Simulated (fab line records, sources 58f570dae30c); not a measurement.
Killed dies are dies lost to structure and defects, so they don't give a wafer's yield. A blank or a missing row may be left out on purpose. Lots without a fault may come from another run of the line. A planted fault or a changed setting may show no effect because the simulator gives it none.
Tool commonality check | flow berkeley_cmos170 | 14 lots, 42 wafers sampled

WHY IT WAS OPENED
At UCB170_PVT_TW_MEAS_09 the reading PVT_TW is flagged on 2 of 14 lots. Wafers without a fault read 504, standard deviation 5.7.
Rule: a lot is flagged when every wafer of it that has a number lies more than 4 standard deviations from that mean, or none has a number. The other lots count as sound.

lot  | measured    | on            | PVT_TW, wafer by wafer | flag
L698 | day 5 04:30 | film_metro-03 | 510 513 510            |
L700 | day 5 21:00 | film_metro-04 | 493 493 496            |
L699 | day 5 21:47 | film_metro-04 | 496 496 495            |
L704 | day 6 20:59 | film_metro-03 | 509 511 511            |
L705 | day 6 21:04 | film_metro-04 | 503 501 502            |
L706 | day 7 05:19 | film_metro-03 | 509 510 508            |
L708 | day 7 10:38 | film_metro-04 | 496 499 496            |
L709 | day 8 01:13 | film_metro-03 | 508 511 509            |
L710 | day 8 01:20 | film_metro-01 | 504 505 505            |
L714 | day 9 01:06 | film_metro-04 | 500 503 503            |
L715 | day 9 01:58 | film_metro-04 | 454 452 457            | FLAGGED
L717 | day 9 11:05 | film_metro-03 | 463 463 462            | FLAGGED
L721 | day 9 20:10 | film_metro-04 | 502 499 501            |
L720 | day 9 20:46 | film_metro-03 | 510 511 509            |
The numbers of the flagged lots are 458 on average: -46 against the usual, or -8 standard deviations.

WHICH TOOL RAN EACH LOT
The record holds 2 process steps before the reading, out of a route of 331 steps. In each cell: the tool, then ch and the chambers that the sampled wafers went through, then the start.
lot  | flag    | UCB170_NWELL_PEB_10              | UCB170_PVT_IMPLANT_07
L698 |         | litho_track-01 ch 0, day 2 08:51 | implanter-03 ch 0, day 5 04:16
L700 |         | litho_track-01 ch 0, day 2 14:40 | implanter-02 ch 0, day 5 20:45
L699 |         | litho_track-03 ch 0, day 2 14:32 | implanter-03 ch 0, day 5 21:32
L704 |         | litho_track-03 ch 0, day 3 12:05 | implanter-02 ch 0, day 6 20:44
L705 |         | litho_track-03 ch 0, day 3 14:17 | implanter-03 ch 0, day 6 20:51
L706 |         | litho_track-01 ch 0, day 3 18:37 | implanter-02 ch 0, day 7 05:04
L708 |         | litho_track-02 ch 0, day 4 07:31 | implanter-03 ch 0, day 7 10:23
L709 |         | litho_track-02 ch 0, day 4 13:51 | implanter-02 ch 0, day 8 00:58
L710 |         | litho_track-02 ch 0, day 4 20:47 | implanter-03 ch 0, day 8 01:06
L714 |         | litho_track-02 ch 0, day 5 19:04 | implanter-02 ch 0, day 9 00:54
L715 | FLAGGED | litho_track-03 ch 0, day 5 23:35 | implanter-03 ch 0, day 9 01:43
L717 | FLAGGED | litho_track-03 ch 0, day 6 09:10 | implanter-03 ch 0, day 9 10:48
L721 |         | litho_track-03 ch 0, day 7 00:47 | implanter-04 ch 0, day 9 19:55
L720 |         | litho_track-02 ch 0, day 6 22:12 | implanter-04 ch 0, day 9 20:32
What these steps do:
- UCB170_NWELL_PEB_10
- UCB170_PVT_IMPLANT_07
- UCB170_PVT_TW_MEAS_09

FLAGGED OVER TOTAL, TOOL BY TOOL (the gauges that took the reading come last)
step                  | tool           | lots run | flagged | share of the flagged lots | sound lots run after its first flagged lot
UCB170_NWELL_PEB_10   | litho_track-01 | 3        | 0       | none                      | -
UCB170_NWELL_PEB_10   | litho_track-02 | 5        | 0       | none                      | -
UCB170_NWELL_PEB_10   | litho_track-03 | 6        | 2       | all                       | 1 (L721)
UCB170_PVT_IMPLANT_07 | implanter-02   | 5        | 0       | none                      | -
UCB170_PVT_IMPLANT_07 | implanter-03   | 7        | 2       | all                       | 0
UCB170_PVT_IMPLANT_07 | implanter-04   | 2        | 0       | none                      | -
UCB170_PVT_TW_MEAS_09 | film_metro-01  | 1        | 0       | none                      | -
UCB170_PVT_TW_MEAS_09 | film_metro-03  | 6        | 1       | some                      | 1 (L720)
UCB170_PVT_TW_MEAS_09 | film_metro-04  | 7        | 1       | some                      | 1 (L721)

WHAT THE TABLE ALLOWS
2 rows of the table ran every flagged lot: litho_track-03 at UCB170_NWELL_PEB_10, implanter-03 at UCB170_PVT_IMPLANT_07.
- litho_track-03 at UCB170_NWELL_PEB_10: 2 of its 6 lots flagged. Sound lots ran on it after the first flagged one (L721), which a lasting fault on the whole tool wouldn't allow.
- implanter-03 at UCB170_PVT_IMPLANT_07: 2 of its 7 lots flagged. Its last sound lot is L710 (day 8 01:06), its first flagged lot L715 (day 9 01:43): a fault that began between those two fits. Its own readings lie more than 4 standard deviations out on every wafer of the flagged lots: beam_energy_keV.
One tool is left: implanter-03 at UCB170_PVT_IMPLANT_07.

WHAT THE SIMULATOR HAD PUT IN
Process parameter drift: implanter-03, from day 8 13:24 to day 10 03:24, at UCB170_PVT_IMPLANT_07. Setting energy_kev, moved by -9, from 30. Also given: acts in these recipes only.
Lots struck among those shown: L715, L717. The rule above found the same.
